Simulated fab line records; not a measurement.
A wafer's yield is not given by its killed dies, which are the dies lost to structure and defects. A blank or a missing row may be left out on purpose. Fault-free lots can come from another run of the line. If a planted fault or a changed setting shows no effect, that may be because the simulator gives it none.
Split-lot study | flow rit_cmos | 27 wafers read from 5 lots, route of 202 steps

ON THE SPLIT
At RIT_M1_DEVELOP_08 (develop time 68 s), the setting develop_time_s was moved away from the recipe's 68 s on 9 of the 27 wafers read, by -35.0% to +56.9%. All remaining wafers had this setting at the recipe value.

FROM THE SPLIT TO THE READING: what the file shows between them, 5 steps
- RIT_M1_CD_MEAS_09: target cd 2600 nm
- RIT_M1_HARDBAKE_11: time 120 s
- RIT_M1_METAL_ETCH_12: etches Al in Cl2/BCl3, stops on SiO2, time 165 s, target depth 600 nm
- RIT_M1_STRIP_13: strips in nmp, time 590 s
- RIT_M1_STRIP_14: strips in O2, time 180 s

THE READING
cd_nm, in nm, at RIT_M1_CD_MEAS_90 (target cd 2600 nm). Fault-free wafers of this fab line usually give 2600 nm, standard deviation 3.7 nm.

wafer  | tool, chamber at the split | develop_time_s as run, s | against the recipe | cd_nm, nm | against lot-mates on the recipe
L075.1 | litho_track-04, 0          | 68                       | recipe             | 2602      | -
L075.2 | litho_track-04, 0          | 68                       | recipe             | 2599      | -
L075.3 | litho_track-04, 0          | 106.7                    | +56.9%             | 2565      | -37
L075.4 | litho_track-04, 0          | 106.7                    | +56.9%             | 2560      | -42
L075.5 | litho_track-04, 0          | 106.7                    | +56.9%             | 2562      | -40
L075.6 | litho_track-04, 0          | 68                       | recipe             | 2604      | -
L077.1 | litho_track-02, 0          | 68                       | recipe             | 2603      | -
L077.2 | litho_track-02, 0          | 68                       | recipe             | 2599      | -
L077.3 | litho_track-02, 0          | 68                       | recipe             | 2602      | -
L077.4 | litho_track-02, 0          | 68                       | recipe             | 2597      | -
L077.5 | litho_track-02, 0          | 68                       | recipe             | 2600      | -
L077.6 | litho_track-02, 0          | 68                       | recipe             | 2597      | -
L078.1 | litho_track-02, 0          | 68                       | recipe             | 2602      | -
L078.2 | litho_track-02, 0          | 44.18                    | -35.0%             | 2650      | +48
L078.3 | litho_track-02, 0          | 68                       | recipe             | 2601      | -
L078.4 | litho_track-02, 0          | 44.18                    | -35.0%             | 2648      | +46
L078.5 | litho_track-02, 0          | 44.18                    | -35.0%             | 2645      | +43
L078.6 | litho_track-02, 0          | 68                       | recipe             | 2604      | -
L080.1 | litho_track-01, 0          | 68                       | recipe             | 2610      | -
L080.2 | litho_track-01, 0          | 44.28                    | -34.9%             | 2645      | +39
L080.3 | litho_track-01, 0          | 44.28                    | -34.9%             | 2652      | +46
L080.4 | litho_track-01, 0          | 68                       | recipe             | 2600      | -
L080.5 | litho_track-01, 0          | 68                       | recipe             | 2609      | -
L080.6 | litho_track-01, 0          | 44.28                    | -34.9%             | 2647      | +41
L081.3 | litho_track-02, 0          | 68                       | recipe             | 2605      | -
L081.5 | litho_track-02, 0          | 68                       | recipe             | 2605      | -
L081.6 | litho_track-02, 0          | 68                       | recipe             | 2601      | -

THE FIT
A straight line over all 27 wafers: cd_nm changes by -0.951 nm for each +1% of develop_time_s; r = -0.96; the points scatter about the line by 7.2 nm.
The same after taking each lot's own level away (the mean of its wafers on the recipe; 27 wafers): -0.92 nm for each +1%; r = -0.97; scatter 6.5 nm.
That fit puts the effect of the largest move of develop_time_s on the reading at 52 nm.
The lots' own levels span 2599.7 to 2606.3 nm, that is 1.8 times the standard deviation above.
The two slopes agree, so the slope changes little with the lot-to-lot level.
Check: with one of the wafers moved furthest among these (+56.9%) left out of the fit, the line predicts -52 nm for it against its lot-mates. Against them it came out at -36.7 nm.

THE WHOLE CHAIN: every reading that the file lists as answering this split, in the file's order
step                 | what it does                                                          | reading                                                   | change (the file's fit)               | r (the file's)
RIT_M1_CD_MEAS_09    | target cd 2600 nm                                                     | cd_nm                                                     | -0.929 nm for each +1% of the setting | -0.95
RIT_M1_METAL_ETCH_12 | etches Al in Cl2/BCl3, stops on SiO2, time 165 s, target depth 600 nm | M1.cd_nm (the simulator's own value, which no gauge read) | -0.927 nm for each +1% of the setting | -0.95
RIT_M1_CD_MEAS_90    | target cd 2600 nm                                                     | cd_nm                                                     | -0.929 nm for each +1% of the setting | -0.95

THE FILE'S OWN FIT
cd_nm changes by -0.929 nm for each +1% of develop_time_s, r = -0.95.
